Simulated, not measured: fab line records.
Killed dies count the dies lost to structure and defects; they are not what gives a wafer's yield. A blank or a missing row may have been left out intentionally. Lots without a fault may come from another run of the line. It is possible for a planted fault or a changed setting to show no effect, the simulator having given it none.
fab line records    flow berkeley-cmos170    part 2 of 2: steps 30 to 40 of 40
record lots=5  wafers=15  last-day=12
route steps=331 shown ZERO@10 NWELL@14 PWELL@34
lots that met no fault: taken from a fault-free run of the same line
start-h: hours from the record's first day to the start of the lot's first wafer shown    wait-h: time in hours since the lot's previous step    " unchanged from the row above    L1.1+2: a single row standing in for several wafers    - no value present, or no start provided    * or withheld: withheld    < > ~ a bound
route shown NAME@n: names a module that has steps shown in the file, with the first one's number in the route    usual: mean/standard deviation taken from wafers without a fault    same: alike in all rows    chamber/n: place in a boat    sites: per-site readings    _std_site: the standard deviation of these    _edge_site: the outer-site mean with the inner-site mean subtracted    radius-mm: how far each site lies from the wafer's centre    mask NAME#n: copy n    behind: the last tool/chamber to shape the wafer    hold: the reason the lot was held/the length of the hold in hours/how it ended    device: transistor that didn't switch, given as n, p or np    end of line: at the end of the route, the tests of the same wafers    a step without rows: its recipe alone    killed: at the first sort, the dies lost to defects and structure; wafer yield is something else    map: a wafer's dies, x killed, . not, _ none there
set.NAME: the setting the step ran with; set.NAME@STEP: the setting that earlier step ran with    model.NAME: the simulator's own value behind a step, which no gauge read
a table for each step, a row for each wafer; lots at some steps of the route
services: the hour from which a tool's chamber was out of use, counted from the record's first day as start-h (under 0 if before that day), plus the number of hours and why
## steps
# step UCB170_PWELL_CVD_05
# recipe material=Si3N4  target-thk-nm=220  temp-c=800  precursor=SiH2Cl2/NH3  time-s=3300  pressure-mtorr=200  sih2cl2-flow-sccm=25  nh3-flow-sccm=75
# usual pressure-mtorr=200.0/0.35  sih2cl2-flow-sccm=24.98/0.085  susceptor-temp-C=800.0/0.3
lot.wafer  tool      chamber  start-h  wait-h  pressure-mtorr  sih2cl2-flow-sccm  susceptor-temp-C
L075.2     lpcvd-02  1        62.29    0.0     199.5           24.85              799.9
L075.5     "         1        "        "       199.5           24.91              800.7
L075.6     "         1        "        "       199.4           24.95              800.3
L077.1     lpcvd-02  1        62.29    0.0     199.3           25.07              800.6
L077.2     "         1        "        "       199.9           25.17              800.3
L077.5     "         1        "        "       199.3           25.11              800.4
L080.3     lpcvd-02  1        82.20    0.0     200.1           24.96              799.9
L080.4     "         1        "        "       200.6           24.94              799.8
L080.5     "         1        "        "       200.4           24.99              800.0
L089.2     lpcvd-01  0        133.88   0.0     199.9           25.07              799.9
L089.3     "         0        "        "       199.9           25.00              799.8
L089.5     "         0        "        "       200.3           25.08              800.1
L097.2     lpcvd-01  1        170.32   1.6     200.0           24.91              799.8
L097.4     "         1        "        "       200.4           24.86              799.7
L097.6     "         1        "        "       200.4           24.85              799.7
# step UCB170_PWELL_THK_MEAS_06
# recipe reads=Si3N4_of_PWELL_CVD_05
# usual PWELL_NITRIDE_THK=219.6/1.6
lot.wafer  tool           chamber  start-h  wait-h  PWELL_NITRIDE_THK[nm]
L077.1     film-metro-03  -        64.21    0.0     220.6
L077.2     "              -        "        "       219.5
L077.5     "              -        "        "       222.0
L075.2     film-metro-02  -        64.22    0.0     218.1
L075.5     "              -        "        "       217.4
L075.6     "              -        "        "       219.5
L080.3     film-metro-03  -        84.13    0.0     218.8
L080.4     "              -        "        "       219.4
L080.5     "              -        "        "       221.2
L089.2     film-metro-01  -        135.80   0.0     219.2
L089.3     "              -        "        "       218.6
L089.5     "              -        "        "       220.6
L097.2     film-metro-02  -        173.21   0.0     223.6
L097.4     "              -        "        "       221.9
L097.6     "              -        "        "       221.1
# step UCB170_PWELL_HMDS_07
# recipe prime-time-s=60  prime-temp-c=100
# same prime-time-s=60
lot.wafer   tool            chamber  start-h  wait-h
L077.1+2+5  litho-track-02  0        64.27    0.1
L075.2+5+6  litho-track-04  0        64.29    0.1
L080.3+4+5  litho-track-02  0        84.27    0.1
L089.2+3+5  litho-track-01  0        135.88   0.1
L097.2+4+6  litho-track-01  0        173.81   0.6
# step UCB170_PWELL_COAT_08
# recipe resist=KrF  spin-rpm=1500  resist-thk-nm=900
lot.wafer   tool            chamber  start-h  wait-h
L077.1+2+5  litho-track-02  0        64.42    0.1
L075.2+5+6  litho-track-04  0        64.44    0.1
L080.3+4+5  litho-track-02  0        84.42    0.1
L089.2+3+5  litho-track-01  0        136.03   0.1
L097.2+4+6  litho-track-01  0        173.96   0.1
# step UCB170_PWELL_SOFTBAKE_09
# recipe resist=KrF  temp-c=130  time-s=60
lot.wafer   tool            chamber  start-h  wait-h
L077.1+2+5  litho-track-02  0        64.57    0.1
L075.2+5+6  litho-track-04  0        64.59    0.1
L080.3+4+5  litho-track-02  0        84.57    0.1
L089.2+3+5  litho-track-01  0        136.18   0.1
L097.2+4+6  litho-track-01  0        174.11   0.1
# step UCB170_PWELL_EXPOSE_10
# recipe mask-id=PWELL  target-cd-nm=3000  na=0.5  sigma-outer=0.6  source-shape=conventional  dose-mj=19
lot.wafer   tool            chamber  start-h  wait-h  mask
L075.2+5+6  krf-scanner-02  0        64.86    0.2     PWELL#0
L077.1+2+5  krf-scanner-01  0        65.20    0.6     PWELL#0
L080.3+4+5  krf-scanner-02  0        84.71    0.1     PWELL#0
L089.2+3+5  krf-scanner-02  0        136.32   0.1     PWELL#0
L097.2+4+6  krf-scanner-02  0        174.60   0.5     PWELL#0
# step UCB170_PWELL_PEB_11
# recipe peb-temp-c=130  peb-time-s=withheld  resist=KrF
lot.wafer   tool            chamber  start-h  wait-h
L075.2+5+6  litho-track-02  0        65.19    0.3
L077.1+2+5  litho-track-01  0        65.45    0.2
L080.3+4+5  litho-track-04  0        85.29    0.6
L089.2+3+5  litho-track-04  0        136.44   0.1
L097.2+4+6  litho-track-04  0        174.97   0.4
# step UCB170_PWELL_DEVELOP_12
# recipe developer=TMAH  develop-time-s=45  resist=KrF  dev-temp-c=21
lot.wafer   tool            chamber  start-h  wait-h
L075.2+5+6  litho-track-02  0        -        -
L077.1+2+5  litho-track-01  0        -        -
L080.3+4+5  litho-track-04  0        -        -
L089.2+3+5  litho-track-04  0        -        -
L097.2+4+6  litho-track-04  0        -        -
# step UCB170_PWELL_OVL_MEAS_13
# usual PWELL_OVL=4/4.8
lot.wafer  tool        chamber  start-h  wait-h  PWELL_OVL[nm]
L075.2     overlay-01  -        65.45    -       1
L075.5     "           -        "        "       -1
L075.6     "           -        "        "       -1
L077.1     overlay-02  -        65.73    -       6
L077.2     "           -        "        "       11
L077.5     "           -        "        "       1
L080.3     overlay-01  -        85.52    -       4
L080.4     "           -        "        "       -3
L080.5     "           -        "        "       7
L089.2     overlay-02  -        136.70   -       2
L089.3     "           -        "        "       2
L089.5     "           -        "        "       5
L097.2     overlay-02  -        175.23   -       5
L097.4     "           -        "        "       7
L097.6     "           -        "        "       5
# step UCB170_PWELL_ETCH_14
# recipe chemistry=CH3F/Ar/O2  target=Si3N4  stop-on=SiO2  CH3F_flow_sccm=20  Ar_flow_sccm=50  O2_flow_sccm=7  pressure-mtorr=50  rf-w=450  target-depth-a=2420  over-etch-frac=0.1  time-s=151
# usual O2_flow_sccm=6.999/0.02  drypump-motor-current-A=5.7/0.48  oes-product-au=0.931/0.014  throttle-valve-pct=8.02/0.15
lot.wafer  tool         chamber  start-h  wait-h  O2_flow_sccm  drypump-motor-current-A  oes-product-au  rf-hours-counter-h  throttle-valve-pct
L075.2     rie-diel-04  1        65.48    0.0     6.985         6.4                      0.940           78                  7.97
L075.5     "            1        "        "       7.019         6.4                      0.944           -                   7.97
L075.6     "            0        "        "       7.001         6.0                      0.947           -                   8.08
L077.1     rie-diel-03  2        65.76    0.0     7.019         5.4                      0.935           95                  8.17
L077.2     "            3        "        "       7.001         5.0                      0.946           28                  8.20
L077.5     "            2        "        "       7.014         5.5                      0.946           -                   8.18
L080.3     rie-diel-04  2        85.55    0.0     6.974         5.6                      0.927           11                  7.92
L080.4     "            1        "        "       6.969         6.4                      0.947           79                  7.98
L080.5     "            3        "        "       6.992         5.6                      0.937           -                   7.97
L089.2     rie-diel-02  3        136.73   0.0     7.005         6.3                      0.931           103                 7.78
L089.3     "            0        "        "       7.005         5.0                      0.910           54                  8.25
L089.5     "            3        "        "       7.029         6.3                      0.940           -                   7.77
L097.2     rie-diel-03  0        175.26   0.0     7.022         6.2                      0.960           143                 8.07
L097.4     "            1        "        "       6.952         5.6                      0.935           -                   7.89
L097.6     "            2        "        "       7.005         5.5                      0.942           -                   8.16
# step UCB170_PWELL_IMPLANT_15
# recipe species=B  dose-cm2=5e+12  energy-kev=60  tilt-deg=7
# usual beam-energy-keV=60.004/0.018  dose-ions-cm2=5e+12/5.1e+09  faraday-current-uA=15.9/0.36
lot.wafer  tool          chamber  start-h  wait-h  beam-energy-keV  dose-ions-cm2  faraday-current-uA
L075.2     implanter-03  0        65.60    0.1     60.039           5.002e+12      15.6
L075.5     "             0        "        "       60.052           5e+12          16.1
L075.6     "             0        "        "       60.032           4.992e+12      16.0
L077.1     implanter-03  0        65.86    0.1     59.995           4.997e+12      15.4
L077.2     "             0        "        "       60.015           5.004e+12      16.5
L077.5     "             0        "        "       59.984           4.993e+12      15.7
L080.3     implanter-04  0        85.70    0.1     60.002           4.997e+12      15.3
L080.4     "             0        "        "       60.013           5.001e+12      16.2
L080.5     "             0        "        "       59.991           5.003e+12      15.7
L089.2     implanter-04  0        136.86   0.1     59.988           4.995e+12      15.6
L089.3     "             0        "        "       59.987           5e+12          15.7
L089.5     "             0        "        "       59.988           4.995e+12      16.2
L097.2     implanter-02  0        175.38   0.1     60.018           4.998e+12      15.8
L097.4     "             0        "        "       60.005           4.999e+12      16.0
L097.6     "             0        "        "       59.997           4.998e+12      15.9
## services
tool             chamber  start-h  hours  kind
implanter-02     -        5.83     2.7    repair
rie-diel-02      1        16.28    4.5    repair
implanter-04     -        18.25    17.0   pm
furnace-04       -        23.52    2.5    pm
implanter-03     -        29.16    18.2   repair
plasma-asher-01  -        32.75    1.3    repair
krf-scanner-01   -        33.65    4.0    pm
implanter-03     -        37.08    0.7    repair
plasma-asher-02  -        37.85    1.6    repair
wet-bench-04     -        38.02    1.9    repair
implanter-03     -        47.32    7.2    pm
rie-diel-03      2        51.30    4.1    repair
rie-diel-03      0        51.31    4.1    repair
implanter-04     -        57.28    3.0    repair
furnace-02       -        59.69    3.5    pm
krf-scanner-02   -        72.98    1.3    pm
rie-diel-03      -        105.17   1.0    repair
plasma-asher-01  -        108.75   9.0    pm
lpcvd-02         -        111.50   6.1    pm
rie-diel-03      0        122.94   2.6    repair
furnace-01       -        146.16   3.2    pm
krf-scanner-02   -        164.30   0.5    repair
rie-diel-03      3        169.51   9.2    repair
krf-scanner-02   -        170.01   1.0    pm
